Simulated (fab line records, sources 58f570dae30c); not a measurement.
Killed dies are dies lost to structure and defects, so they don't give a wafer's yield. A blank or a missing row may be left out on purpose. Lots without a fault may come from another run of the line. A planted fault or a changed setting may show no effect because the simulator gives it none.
Split-lot experiment | flow berkeley_cmos170 | 5 lots, 23 wafers read, on a route of 331 steps

THE SPLIT
At UCB170_GATE_COAT_07 (resist thk 900 nm), the setting spin_rpm was moved away from the recipe's 1500 rpm on 6 of the 23 wafers read, by -5.3% to +6.8%. The other wafers ran this setting at the recipe's value.

The file shows no step between the split and the reading.

THE READING
KrF_of_GATE_COAT_07.thk_nm (the simulator's own value, which no gauge read), in nm, at UCB170_GATE_ETCH_15 (etches poly-Si in HBr/Cl2, stops on SiO2, time 56.3 s, target depth 278.2 nm). The file gives no usual value for it. The 17 wafers here that ran the recipe average 776.1 nm, standard deviation 2.6 nm.

wafer  | tool, chamber at the split | spin_rpm as run, rpm | against the recipe | KrF_of_GATE_COAT_07.thk_nm, nm | against lot-mates on the recipe
L077.1 | litho_track-04, 0          | 1500                 | recipe             | 776.4                          | -
L077.2 | litho_track-04, 0          | 1500                 | recipe             | 775.2                          | -
L077.3 | litho_track-04, 0          | 1500                 | recipe             | 775.1                          | -
L077.4 | litho_track-04, 0          | 1562                 | +4.1%              | 755.1                          | -20.5
L077.6 | litho_track-04, 0          | 1562                 | +4.1%              | 760.2                          | -15.4
L076.2 | litho_track-04, 0          | 1421                 | -5.3%              | 802.1                          | +24.7
L076.3 | litho_track-04, 0          | 1500                 | recipe             | 777.7                          | -
L076.4 | litho_track-04, 0          | 1500                 | recipe             | 779.9                          | -
L076.5 | litho_track-04, 0          | 1421                 | -5.3%              | 798.8                          | +21.4
L076.6 | litho_track-04, 0          | 1500                 | recipe             | 774.7                          | -
L080.3 | litho_track-01, 0          | 1500                 | recipe             | 776.1                          | -
L080.4 | litho_track-01, 0          | 1500                 | recipe             | 780.9                          | -
L080.5 | litho_track-01, 0          | 1500                 | recipe             | 779.6                          | -
L079.1 | litho_track-03, 0          | 1500                 | recipe             | 777.4                          | -
L079.3 | litho_track-03, 0          | 1500                 | recipe             | 770.9                          | -
L079.4 | litho_track-03, 0          | 1500                 | recipe             | 775.5                          | -
L079.5 | litho_track-03, 0          | 1500                 | recipe             | 773.7                          | -
L079.6 | litho_track-03, 0          | 1500                 | recipe             | 776.7                          | -
L085.1 | litho_track-01, 0          | 1500                 | recipe             | 776.9                          | -
L085.2 | litho_track-01, 0          | 1500                 | recipe             | 772.5                          | -
L085.4 | litho_track-01, 0          | 1500                 | recipe             | 773.7                          | -
L085.5 | litho_track-01, 0          | 1602                 | +6.8%              | 743.7                          | -30.7
L085.6 | litho_track-01, 0          | 1602                 | +6.8%              | 748.7                          | -25.7

THE FIT
A straight line over all 23 wafers: KrF_of_GATE_COAT_07.thk_nm changes by -4.48 nm for each +1% of spin_rpm; r = -0.98; the points scatter about the line by 2.6 nm.
The same after taking each lot's own level away (the mean of its wafers on the recipe; 23 wafers): -4.25 nm for each +1%; r = -0.99; scatter 2.2 nm.
On that fit, the largest move of spin_rpm shifts the reading by 29 nm.
The lots' own levels span 774.37 to 778.87 nm, that is 1.8 times the standard deviation above.
So the lot-to-lot level changes the slope little: the two slopes agree.
Check: with one of the wafers moved furthest among these (+6.8%) left out of the fit, the line predicts -28.2 nm for it against its lot-mates. It came out at -30.7 nm against them.

OTHER SPLITS ON THESE WAFERS
These wafers also went through other splits before the reading. Each is held against what the fit with the lots' levels taken away leaves over:
other split on the same wafers     | wafers away from the commonest value | r with KrF_of_GATE_COAT_07.thk_nm (lot level and that fit taken away)
UCB170_NWELL_COAT_07 resist_thk_nm | 11                                   | -0.04
UCB170_NWELL_IMPLANT_14 energy_kev | 11                                   | +0.17
UCB170_PWELL_CVD_05 pressure_mtorr | 18                                   | +0.00
UCB170_PFIELD_IMPLANT_07 dose_cm2  | 9                                    | -0.03
UCB170_NVT_IMPLANT_07 dose_cm2     | 6                                    | +0.24
UCB170_PVT_IMPLANT_07 dose_cm2     | 8                                    | +0.15

THE WHOLE CHAIN: every reading that the file lists as answering this split, in the file's order
step                | what it does                                                                 | reading                                                                     | change (the file's fit)              | r (the file's)
UCB170_GATE_COAT_07 | resist thk 900 nm                                                            | KrF_of_GATE_COAT_07.thk_nm (the simulator's own value, which no gauge read) | -4.12 nm for each +1% of the setting | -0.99
UCB170_GATE_ETCH_15 | etches poly-Si in HBr/Cl2, stops on SiO2, time 56.3 s, target depth 278.2 nm | KrF_of_GATE_COAT_07.thk_nm (the simulator's own value, which no gauge read) | -4.25 nm for each +1% of the setting | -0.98

THE FILE'S OWN FIT
KrF_of_GATE_COAT_07.thk_nm changes by -4.25 nm for each +1% of spin_rpm, r = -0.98.
